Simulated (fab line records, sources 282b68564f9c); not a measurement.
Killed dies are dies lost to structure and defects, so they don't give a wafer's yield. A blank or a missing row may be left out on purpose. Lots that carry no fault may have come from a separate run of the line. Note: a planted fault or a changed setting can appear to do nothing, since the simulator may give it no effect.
fab line records :: flow rit-cmos :: part 2 of 2: steps 29 to 29 of 29
[record]
  lots = 5
  wafers = 23
route steps=202 shown ACTIVE@2 NWELL@30 PRETRO@65 GATE@81 PLDD@122 SPACER@130 PSD@143 M1@202
start-h: hours from the record's first day to the start of the lot's first wafer shown :: wait-h: hours from the lot's prior step to this one :: " as in the row above :: L1.1+2: a single row standing in for several wafers :: - no value, or no start given :: * or withheld: withheld :: < > ~ a bound
route shown NAME@n: names a module that has steps shown in the file, with the first one's number in the route :: usual: the fault-free wafers' mean and standard deviation :: same: alike in all rows :: chamber/n: place in a boat :: sites: each site's reading :: _std_site: standard deviation across them :: _edge_site: outer sites' mean less inner sites' :: radius-mm: for every site, how far away it sits from the centre of the wafer :: mask NAME#n: copy n :: behind: the tool/chamber that last shaped the wafer :: hold: the reason the lot was held/the length of the hold in hours/how it ended :: device: which transistor (n, p or np) failed to switch :: end of line: tests of these same wafers at the route's end :: a step given without rows: its recipe and nothing more :: killed: at the first sort, the dies lost to defects and structure; wafer yield is something else :: map: the dies of a wafer, with x for killed, . for not killed, _ for no die there
set.NAME: the setting the step ran with; set.NAME@STEP: the setting that earlier step ran with :: model.NAME: the simulator's own value behind a step, which no gauge read
lots with deliberately changed settings; one table per step, one row per wafer
[[steps]]
[step RIT_M1_PROBE_99]
[usual]
  killed-at-contacts = 0.1/0.37
  killed-at-front-end = 6.5/2.8
  killed-dies = 6.6/2.7
  killed-open = 3.0/1.9
  killed-short = 3.5/1.9
[same]
  gross-dies = 264
  killed_at_M0_to_M3 = 0
  killed_at_M4_up = 0
  killed-at-back-side = 0
  killed-at-other = 0
lot.wafer: L075.1
tool: prober-02
chamber: -
start-h: 67.19
wait-h: 0.1
set.develop-time-s@GATE_DEVELOP_15: 50
set.time-s@SPACER_ETCHBACK_05: 213.6
killed-at-contacts: 0
killed-at-front-end: 7
killed-dies: 7
killed-open: 4
killed-short: 3
model.etest.nmos_0p3.r-on-ohm-um: 2093
model.etest.nplus-sal.width-nm: 3391
model.etest.pmos_0p15.r-on-ohm-um: 2727
model.etest.pmos_0p3.r-on-ohm-um: 6090
model.etest.pmos-turned.r-on-ohm-um: 3371
model.etest.pplus-sal.width-nm: 3377

lot.wafer: L075.2
tool: prober-02
chamber: -
start-h: 67.24
wait-h: 0.1
set.develop-time-s@GATE_DEVELOP_15: 57.16
set.time-s@SPACER_ETCHBACK_05: 213.6
killed-at-contacts: 1
killed-at-front-end: 5
killed-dies: 6
killed-open: 2
killed-short: 4
model.etest.nmos_0p3.r-on-ohm-um: 1984
model.etest.nplus-sal.width-nm: 3373
model.etest.pmos_0p15.r-on-ohm-um: 2383
model.etest.pmos_0p3.r-on-ohm-um: 5833
model.etest.pmos-turned.r-on-ohm-um: 3057
model.etest.pplus-sal.width-nm: 3389

lot.wafer: L075.3
tool: prober-02
chamber: -
start-h: 67.29
wait-h: 0.2
set.develop-time-s@GATE_DEVELOP_15: 50
set.time-s@SPACER_ETCHBACK_05: 240
killed-at-contacts: 0
killed-at-front-end: 4
killed-dies: 4
killed-open: 3
killed-short: 1
model.etest.nmos_0p3.r-on-ohm-um: 2142
model.etest.nplus-sal.width-nm: 3466
model.etest.pmos_0p15.r-on-ohm-um: 2752
model.etest.pmos_0p3.r-on-ohm-um: 6173
model.etest.pmos-turned.r-on-ohm-um: 3435
model.etest.pplus-sal.width-nm: 3464

lot.wafer: L075.4
tool: prober-02
chamber: -
start-h: 67.34
wait-h: 0.2
set.develop-time-s@GATE_DEVELOP_15: 57.16
set.time-s@SPACER_ETCHBACK_05: 213.6
killed-at-contacts: 0
killed-at-front-end: 14
killed-dies: 14
killed-open: 6
killed-short: 8
model.etest.nmos_0p3.r-on-ohm-um: 1977
model.etest.nplus-sal.width-nm: 3371
model.etest.pmos_0p15.r-on-ohm-um: 2441
model.etest.pmos_0p3.r-on-ohm-um: 5825
model.etest.pmos-turned.r-on-ohm-um: 3068
model.etest.pplus-sal.width-nm: 3355

lot.wafer: L075.5
tool: prober-02
chamber: -
start-h: 67.39
wait-h: 0.2
set.develop-time-s@GATE_DEVELOP_15: 50
set.time-s@SPACER_ETCHBACK_05: 240
killed-at-contacts: 0
killed-at-front-end: 10
killed-dies: 10
killed-open: 2
killed-short: 8
model.etest.nmos_0p3.r-on-ohm-um: 2214
model.etest.nplus-sal.width-nm: 3452
model.etest.pmos_0p15.r-on-ohm-um: 3035
model.etest.pmos_0p3.r-on-ohm-um: 6384
model.etest.pmos-turned.r-on-ohm-um: 3664
model.etest.pplus-sal.width-nm: 3470

lot.wafer: L076.1
tool: prober-01
chamber: -
start-h: 72.52
wait-h: 0.1
set.develop-time-s@GATE_DEVELOP_15: 50
set.time-s@SPACER_ETCHBACK_05: 222.1
killed-at-contacts: 2
killed-at-front-end: 2
killed-dies: 4
killed-open: 1
killed-short: 1
model.etest.nmos_0p3.r-on-ohm-um: 2015
model.etest.nplus-sal.width-nm: 3412
model.etest.pmos_0p15.r-on-ohm-um: 2677
model.etest.pmos_0p3.r-on-ohm-um: 5998
model.etest.pmos-turned.r-on-ohm-um: 3368
model.etest.pplus-sal.width-nm: 3415

lot.wafer: L076.2
tool: prober-01
chamber: -
start-h: 72.57
wait-h: 0.1
set.develop-time-s@GATE_DEVELOP_15: 43.06
set.time-s@SPACER_ETCHBACK_05: 240
killed-at-contacts: 0
killed-at-front-end: 51
killed-dies: 51
killed-open: 2
killed-short: 5
model.etest.nmos_0p3.r-on-ohm-um: 2242
model.etest.nplus-sal.width-nm: 3468
model.etest.pmos_0p15.r-on-ohm-um: 3357
model.etest.pmos_0p3.r-on-ohm-um: 6690
model.etest.pmos-turned.r-on-ohm-um: 4010
model.etest.pplus-sal.width-nm: 3451

lot.wafer: L076.3
tool: prober-01
chamber: -
start-h: 72.62
wait-h: 0.2
set.develop-time-s@GATE_DEVELOP_15: 43.06
set.time-s@SPACER_ETCHBACK_05: 240
killed-at-contacts: 0
killed-at-front-end: 50
killed-dies: 50
killed-open: 1
killed-short: 4
model.etest.nmos_0p3.r-on-ohm-um: 2191
model.etest.nplus-sal.width-nm: 3475
model.etest.pmos_0p15.r-on-ohm-um: 3197
model.etest.pmos_0p3.r-on-ohm-um: 6479
model.etest.pmos-turned.r-on-ohm-um: 3826
model.etest.pplus-sal.width-nm: 3455

lot.wafer: L076.4
tool: prober-01
chamber: -
start-h: 72.67
wait-h: 0.2
set.develop-time-s@GATE_DEVELOP_15: 43.06
set.time-s@SPACER_ETCHBACK_05: 222.1
killed-at-contacts: 1
killed-at-front-end: 8
killed-dies: 9
killed-open: 2
killed-short: 4
model.etest.nmos_0p3.r-on-ohm-um: 2184
model.etest.nplus-sal.width-nm: 3387
model.etest.pmos_0p15.r-on-ohm-um: 3086
model.etest.pmos_0p3.r-on-ohm-um: 6579
model.etest.pmos-turned.r-on-ohm-um: 3797
model.etest.pplus-sal.width-nm: 3400

lot.wafer: L076.6
tool: prober-01
chamber: -
start-h: 72.77
wait-h: 0.2
set.develop-time-s@GATE_DEVELOP_15: 50
set.time-s@SPACER_ETCHBACK_05: 240
killed-at-contacts: 0
killed-at-front-end: 7
killed-dies: 7
killed-open: 4
killed-short: 3
model.etest.nmos_0p3.r-on-ohm-um: 2004
model.etest.nplus-sal.width-nm: 3468
model.etest.pmos_0p15.r-on-ohm-um: 2441
model.etest.pmos_0p3.r-on-ohm-um: 5833
model.etest.pmos-turned.r-on-ohm-um: 3083
model.etest.pplus-sal.width-nm: 3440

lot.wafer: L078.1
tool: prober-01
chamber: -
start-h: 79.39
wait-h: 0.1
set.develop-time-s@GATE_DEVELOP_15: 47.07
set.time-s@SPACER_ETCHBACK_05: 252.9
killed-at-contacts: 0
killed-at-front-end: 9
killed-dies: 9
killed-open: 5
killed-short: 4
model.etest.nmos_0p3.r-on-ohm-um: 2317
model.etest.nplus-sal.width-nm: 3511
model.etest.pmos_0p15.r-on-ohm-um: 3201
model.etest.pmos_0p3.r-on-ohm-um: 6673
model.etest.pmos-turned.r-on-ohm-um: 3904
model.etest.pplus-sal.width-nm: 3494

lot.wafer: L078.2
tool: prober-01
chamber: -
start-h: 79.44
wait-h: 0.1
set.develop-time-s@GATE_DEVELOP_15: 50
set.time-s@SPACER_ETCHBACK_05: 252.9
killed-at-contacts: 0
killed-at-front-end: 8
killed-dies: 8
killed-open: 8
killed-short: 0
model.etest.nmos_0p3.r-on-ohm-um: 2205
model.etest.nplus-sal.width-nm: 3470
model.etest.pmos_0p15.r-on-ohm-um: 2876
model.etest.pmos_0p3.r-on-ohm-um: 6384
model.etest.pmos-turned.r-on-ohm-um: 3598
model.etest.pplus-sal.width-nm: 3471

lot.wafer: L078.3
tool: prober-01
chamber: -
start-h: 79.49
wait-h: 0.2
set.develop-time-s@GATE_DEVELOP_15: 47.07
set.time-s@SPACER_ETCHBACK_05: 240
killed-at-contacts: 0
killed-at-front-end: 6
killed-dies: 6
killed-open: 4
killed-short: 2
model.etest.nmos_0p3.r-on-ohm-um: 2219
model.etest.nplus-sal.width-nm: 3455
model.etest.pmos_0p15.r-on-ohm-um: 3064
model.etest.pmos_0p3.r-on-ohm-um: 6655
model.etest.pmos-turned.r-on-ohm-um: 3773
model.etest.pplus-sal.width-nm: 3463

lot.wafer: L078.4
tool: prober-01
chamber: -
start-h: 79.54
wait-h: 0.2
set.develop-time-s@GATE_DEVELOP_15: 50
set.time-s@SPACER_ETCHBACK_05: 240
killed-at-contacts: 0
killed-at-front-end: 8
killed-dies: 8
killed-open: 3
killed-short: 5
model.etest.nmos_0p3.r-on-ohm-um: 2170
model.etest.nplus-sal.width-nm: 3477
model.etest.pmos_0p15.r-on-ohm-um: 2787
model.etest.pmos_0p3.r-on-ohm-um: 6342
model.etest.pmos-turned.r-on-ohm-um: 3443
model.etest.pplus-sal.width-nm: 3490

lot.wafer: L078.6
tool: prober-01
chamber: -
start-h: 79.64
wait-h: 0.2
set.develop-time-s@GATE_DEVELOP_15: 47.07
set.time-s@SPACER_ETCHBACK_05: 252.9
killed-at-contacts: 0
killed-at-front-end: 4
killed-dies: 4
killed-open: 1
killed-short: 3
model.etest.nmos_0p3.r-on-ohm-um: 2308
model.etest.nplus-sal.width-nm: 3518
model.etest.pmos_0p15.r-on-ohm-um: 3173
model.etest.pmos_0p3.r-on-ohm-um: 6652
model.etest.pmos-turned.r-on-ohm-um: 3869
model.etest.pplus-sal.width-nm: 3496

lot.wafer: L079.1
tool: prober-02
chamber: -
start-h: 88.63
wait-h: 0.1
set.develop-time-s@GATE_DEVELOP_15: 50
set.time-s@SPACER_ETCHBACK_05: 240
killed-at-contacts: 0
killed-at-front-end: 7
killed-dies: 7
killed-open: 3
killed-short: 4
model.etest.nmos_0p3.r-on-ohm-um: 2204
model.etest.nplus-sal.width-nm: 3487
model.etest.pmos_0p15.r-on-ohm-um: 2824
model.etest.pmos_0p3.r-on-ohm-um: 6465
model.etest.pmos-turned.r-on-ohm-um: 3524
model.etest.pplus-sal.width-nm: 3480

lot.wafer: L079.2
tool: prober-02
chamber: -
start-h: 88.68
wait-h: 0.1
set.develop-time-s@GATE_DEVELOP_15: 50
set.time-s@SPACER_ETCHBACK_05: 240
killed-at-contacts: 0
killed-at-front-end: 9
killed-dies: 9
killed-open: 2
killed-short: 7
model.etest.nmos_0p3.r-on-ohm-um: 2176
model.etest.nplus-sal.width-nm: 3492
model.etest.pmos_0p15.r-on-ohm-um: 2850
model.etest.pmos_0p3.r-on-ohm-um: 6394
model.etest.pmos-turned.r-on-ohm-um: 3509
model.etest.pplus-sal.width-nm: 3476

lot.wafer: L079.3
tool: prober-02
chamber: -
start-h: 88.73
wait-h: 0.2
set.develop-time-s@GATE_DEVELOP_15: 50
set.time-s@SPACER_ETCHBACK_05: 240
killed-at-contacts: 0
killed-at-front-end: 5
killed-dies: 5
killed-open: 1
killed-short: 3
model.etest.nmos_0p3.r-on-ohm-um: 2244
model.etest.nplus-sal.width-nm: 3481
model.etest.pmos_0p15.r-on-ohm-um: 2955
model.etest.pmos_0p3.r-on-ohm-um: 6524
model.etest.pmos-turned.r-on-ohm-um: 3631
model.etest.pplus-sal.width-nm: 3489

lot.wafer: L079.4
tool: prober-02
chamber: -
start-h: 88.78
wait-h: 0.2
set.develop-time-s@GATE_DEVELOP_15: 50
set.time-s@SPACER_ETCHBACK_05: 240
killed-at-contacts: 0
killed-at-front-end: 6
killed-dies: 6
killed-open: 2
killed-short: 4
model.etest.nmos_0p3.r-on-ohm-um: 2205
model.etest.nplus-sal.width-nm: 3465
model.etest.pmos_0p15.r-on-ohm-um: 2809
model.etest.pmos_0p3.r-on-ohm-um: 6414
model.etest.pmos-turned.r-on-ohm-um: 3442
model.etest.pplus-sal.width-nm: 3451

lot.wafer: L079.6
tool: prober-02
chamber: -
start-h: 88.88
wait-h: 0.2
set.develop-time-s@GATE_DEVELOP_15: 50
set.time-s@SPACER_ETCHBACK_05: 240
killed-at-contacts: 0
killed-at-front-end: 4
killed-dies: 4
killed-open: 2
killed-short: 2
model.etest.nmos_0p3.r-on-ohm-um: 2261
model.etest.nplus-sal.width-nm: 3494
model.etest.pmos_0p15.r-on-ohm-um: 3040
model.etest.pmos_0p3.r-on-ohm-um: 6599
model.etest.pmos-turned.r-on-ohm-um: 3708
model.etest.pplus-sal.width-nm: 3495

lot.wafer: L082.1
tool: prober-01
chamber: -
start-h: 101.26
wait-h: 0.1
set.develop-time-s@GATE_DEVELOP_15: 50
set.time-s@SPACER_ETCHBACK_05: 240
killed-at-contacts: 0
killed-at-front-end: 9
killed-dies: 9
killed-open: 4
killed-short: 5
model.etest.nmos_0p3.r-on-ohm-um: 2161
model.etest.nplus-sal.width-nm: 3460
model.etest.pmos_0p15.r-on-ohm-um: 2777
model.etest.pmos_0p3.r-on-ohm-um: 6281
model.etest.pmos-turned.r-on-ohm-um: 3470
model.etest.pplus-sal.width-nm: 3424

lot.wafer: L082.2
tool: prober-01
chamber: -
start-h: 101.31
wait-h: 0.1
set.develop-time-s@GATE_DEVELOP_15: 50
set.time-s@SPACER_ETCHBACK_05: 240
killed-at-contacts: 0
killed-at-front-end: 9
killed-dies: 9
killed-open: 3
killed-short: 6
model.etest.nmos_0p3.r-on-ohm-um: 2207
model.etest.nplus-sal.width-nm: 3467
model.etest.pmos_0p15.r-on-ohm-um: 2906
model.etest.pmos_0p3.r-on-ohm-um: 6360
model.etest.pmos-turned.r-on-ohm-um: 3590
model.etest.pplus-sal.width-nm: 3447

lot.wafer: L082.3
tool: prober-01
chamber: -
start-h: 101.36
wait-h: 0.2
set.develop-time-s@GATE_DEVELOP_15: 50
set.time-s@SPACER_ETCHBACK_05: 240
killed-at-contacts: 0
killed-at-front-end: 9
killed-dies: 9
killed-open: 3
killed-short: 6
model.etest.nmos_0p3.r-on-ohm-um: 2166
model.etest.nplus-sal.width-nm: 3461
model.etest.pmos_0p15.r-on-ohm-um: 2791
model.etest.pmos_0p3.r-on-ohm-um: 6356
model.etest.pmos-turned.r-on-ohm-um: 3479
model.etest.pplus-sal.width-nm: 3444
// killed by level:class
L075.1 GATE:geometric-particle:short=2 FOX1:geometric-particle:open=1 FOX2:geometric-particle:open=1 REOX:geometric-particle:open=1 SILICIDE:geometric-particle:short=1 SILICIDE:geometric-particle:open=1
L075.2 GATE:geometric-particle:short=2 FOX2:geometric-particle:short=1 GATE:geometric-particle:open=1 SPACER:geometric-particle:short=1 CONTACT:geometric-particle:open=1
L075.3 GATE:geometric-particle:open=2 FOX2:geometric-particle:open=1 REOX:geometric-particle:short=1
L075.4 GATE:geometric-particle:open=3 SILICIDE:geometric-particle:short=2 REOX:geometric-particle:open=2 REOX:geometric-particle:short=2 SPACER:geometric-particle:short=2 FOX2:geometric-particle:short=1 GATE:geometric-particle:short=1 SILICIDE:geometric-particle:open=1
L075.5 GATE:geometric-particle:short=4 GATE:geometric-particle:open=2 FOX1:geometric-particle:short=1 FOX2:geometric-particle:short=1 REOX:geometric-particle:short=1 SPACER:geometric-particle:short=1
L076.1 CONTACT:coat-microbubble-printed=2 GATE:geometric-particle:open=1 SPACER:geometric-particle:short=1
L076.2 GATE:area-develop=44 GATE:geometric-particle:short=3 GATE:geometric-particle:open=1 REOX:geometric-particle:short=1 REOX:geometric-particle:open=1 SPACER:geometric-particle:short=1
L076.3 GATE:area-develop=45 GATE:geometric-particle:short=2 FOX1:geometric-particle:short=1 GATE:geometric-particle:open=1 SPACER:geometric-particle:short=1
L076.4 GATE:area-develop=2 FOX1:geometric-particle:short=1 FOX1:geometric-particle:open=1 FOX2:geometric-particle:short=1 GATE:geometric-particle:open=1 GATE:geometric-particle:short=1 SPACER:geometric-particle:short=1 CONTACT:coat-microbubble-printed=1
L076.6 SPACER:geometric-particle:open=2 SPACER:geometric-particle:short=2 FOX1:geometric-particle:short=1 GATE:geometric-particle:open=1 SILICIDE:geometric-particle:open=1
L078.1 GATE:geometric-particle:short=2 REOX:geometric-particle:open=2 FOX2:geometric-particle:short=1 GATE:geometric-particle:open=1 SPACER:geometric-particle:short=1 SPACER:geometric-particle:open=1 SILICIDE:geometric-particle:open=1
L078.2 FOX1:geometric-particle:open=2 GATE:geometric-particle:open=2 SILICIDE:geometric-particle:open=2 REOX:geometric-particle:open=1 SPACER:geometric-particle:open=1
L078.3 FOX2:geometric-particle:open=3 FOX1:geometric-particle:open=1 GATE:geometric-particle:short=1 SILICIDE:geometric-particle:short=1
L078.4 REOX:geometric-particle:short=3 SILICIDE:geometric-particle:open=2 GATE:geometric-particle:short=1 REOX:geometric-particle:open=1 SPACER:geometric-particle:short=1
L078.6 GATE:geometric-particle:short=2 SPACER:geometric-particle:open=1 SPACER:geometric-particle:short=1
L079.1 GATE:geometric-particle:short=2 FOX1:geometric-particle:open=1 FOX1:geometric-particle:short=1 REOX:geometric-particle:open=1 REOX:geometric-particle:short=1 SILICIDE:geometric-particle:open=1
L079.2 FOX1:geometric-particle:short=2 GATE:geometric-particle:short=2 GATE:geometric-particle:open=1 FOX2:geometric-particle:short=1 REOX:geometric-particle:open=1 REOX:geometric-particle:short=1 SPACER:geometric-particle:short=1
L079.3 FOX1:geometric-particle:short=1 GATE:geometric-particle:open=1 REOX:geometric-particle:short=1 SILICIDE:geometric-particle:short=1 PSD:coat-microbubble-printed=1
L079.4 REOX:geometric-particle:short=2 FOX1:geometric-particle:short=1 FOX1:geometric-particle:open=1 GATE:geometric-particle:short=1 REOX:geometric-particle:open=1
L079.6 FOX1:geometric-particle:open=2 FOX1:geometric-particle:short=1 GATE:geometric-particle:short=1
L082.1 GATE:geometric-particle:open=3 FOX2:geometric-particle:short=2 GATE:geometric-particle:short=2 REOX:geometric-particle:short=1 SPACER:geometric-particle:open=1
L082.2 GATE:geometric-particle:open=2 GATE:geometric-particle:short=2 SILICIDE:geometric-particle:short=2 FOX1:geometric-particle:short=1 FOX1:geometric-particle:open=1 FOX2:geometric-particle:short=1
L082.3 GATE:geometric-particle:short=4 GATE:geometric-particle:open=3 FOX2:geometric-particle:short=1 REOX:geometric-particle:short=1
[[key]]
[split]
  step = RIT_ACTIVE_OXIDATION_01
  setting = ox-time-s
  stated = 3360
  by = lot
[response]
  step = RIT_ACTIVE_OXIDATION_01
  reading = model.SiO2_of_ACTIVE_OXIDATION_01.thk-nm
  change = +0.301
  per = 1%
  r = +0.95
[response]
  step = RIT_ACTIVE_THK_MEAS_02
  reading = ACTIVE_OXIDE_THK
  change = +0.301
  per = 1%
  r = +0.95
[split]
  step = RIT_ACTIVE_COAT_06
  setting = spin-rpm
  stated = 3250
  by = wafer
[response]
  step = RIT_ACTIVE_COAT_06
  reading = model.NOVOLAK_of_ACTIVE_COAT_06.thk-nm
  change = -5.19
  per = 1%
  r = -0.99
[response]
  step = RIT_ACTIVE_HARDBAKE_12
  reading = model.NOVOLAK_of_ACTIVE_COAT_06.thk-nm
  change = -4.54
  per = 1%
  r = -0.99
[split]
  step = RIT_NWELL_SOFTBAKE_02
  setting = temp-c
  stated = 90
  by = wafer
[response]
  step = RIT_NWELL_DEVELOP_05
  reading = model.NOVOLAK_of_NWELL_COAT_01.thk-nm
  change = -4.82
  per = 1%
  r = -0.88
[split]
  step = RIT_PRETRO_COAT_01
  setting = spin-rpm
  stated = 2000
  by = wafer
[response]
  step = RIT_PRETRO_COAT_01
  reading = model.NOVOLAK_of_PRETRO_COAT_01.thk-nm
  change = -6
  per = 1%
  r = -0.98
[response]
  step = RIT_PRETRO_HARDBAKE_07
  reading = model.NOVOLAK_of_PRETRO_COAT_01.thk-nm
  change = -5.17
  per = 1%
  r = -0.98
[split]
  step = RIT_GATE_OXIDATION_05
  setting = ox-time-s
  stated = 270
  by = lot
[response]
  step = RIT_GATE_OXIDATION_05
  reading = model.SiO2_of_GATE_OXIDATION_05.thk-nm
  change = +0.0264
  per = 1%
  r = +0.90
[split]
  step = RIT_GATE_COAT_11
  setting = resist-thk-nm
  stated = 850
  by = wafer
[response]
  step = RIT_GATE_COAT_11
  reading = model.NOVOLAK_of_GATE_COAT_11.thk-nm
  change = +8.57
  per = 1%
  r = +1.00
[response]
  step = RIT_GATE_HARDBAKE_18
  reading = model.NOVOLAK_of_GATE_COAT_11.thk-nm
  change = +7.51
  per = 1%
  r = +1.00
[response]
  step = RIT_GATE_ETCH_19
  reading = model.NOVOLAK_of_GATE_COAT_11.thk-nm
  change = +7.34
  per = 1%
  r = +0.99
[response]
  step = RIT_GATE_ETCH_19
  reading = model.GATE.cd-nm
  slope = +1.97
  per = 1%
  together-with = develop-time-s@GATE_DEVELOP_15
  explained = 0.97
[split]
  step = RIT_GATE_DEVELOP_15
  setting = develop-time-s
  stated = 50
  by = wafer
[response]
  step = RIT_GATE_ETCH_19
  reading = model.GATE.cd-nm
  change = -1.34
  per = 1%
  r = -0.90
[response]
  step = RIT_M1_PROBE_99
  reading = model.etest.pmos-turned.r-on-ohm-um
  change = -39.6
  per = 1%
  r = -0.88
[response]
  step = RIT_M1_PROBE_99
  reading = model.etest.pmos_0p15.r-on-ohm-um
  change = -39.4
  per = 1%
  r = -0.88
[response]
  step = RIT_M1_PROBE_99
  reading = model.etest.pmos_0p3.r-on-ohm-um
  change = -38.3
  per = 1%
  r = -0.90
[response]
  step = RIT_M1_PROBE_99
  reading = model.etest.nmos_0p3.r-on-ohm-um
  change = -13.2
  per = 1%
  r = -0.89
[split]
  step = RIT_PLDD_IMPLANT_08
  setting = energy-kev
  stated = 20
  by = wafer
[response]
  step = RIT_PLDD_IMPLANT_08
  reading = model.implant.rp-nm
  change = +0.134
  per = 1%
  r = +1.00
[response]
  step = RIT_PLDD_IMPLANT_08
  reading = model.implant.drp-nm
  change = +0.0688
  per = 1%
  r = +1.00
[split]
  step = RIT_SPACER_ETCHBACK_05
  setting = time-s
  stated = 240
  by = wafer
[response]
  step = RIT_SPACER_ETCHBACK_05
  reading = oes-product-au
  change = -0.006
  per = 1%
  r = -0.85
[response]
  step = RIT_SPACER_ETCHBACK_05
  reading = model.Si3N4_of_SPACER_CVD_03.thk-nm
  change = -0.56
  per = 1%
  r = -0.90
[response]
  step = RIT_M1_PROBE_99
  reading = model.etest.pplus-sal.width-nm
  change = +6.8
  per = 1%
  r = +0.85
[response]
  step = RIT_M1_PROBE_99
  reading = model.etest.nplus-sal.width-nm
  change = +7.77
  per = 1%
  r = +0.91
[split]
  step = RIT_PSD_COAT_01
  setting = spin-rpm
  stated = 3250
  by = wafer
[response]
  step = RIT_PSD_COAT_01
  reading = model.NOVOLAK_of_PSD_COAT_01.thk-nm
  change = -5.23
  per = 1%
  r = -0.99
[response]
  step = RIT_PSD_HARDBAKE_07
  reading = model.NOVOLAK_of_PSD_COAT_01.thk-nm
  change = -4.58
  per = 1%
  r = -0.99
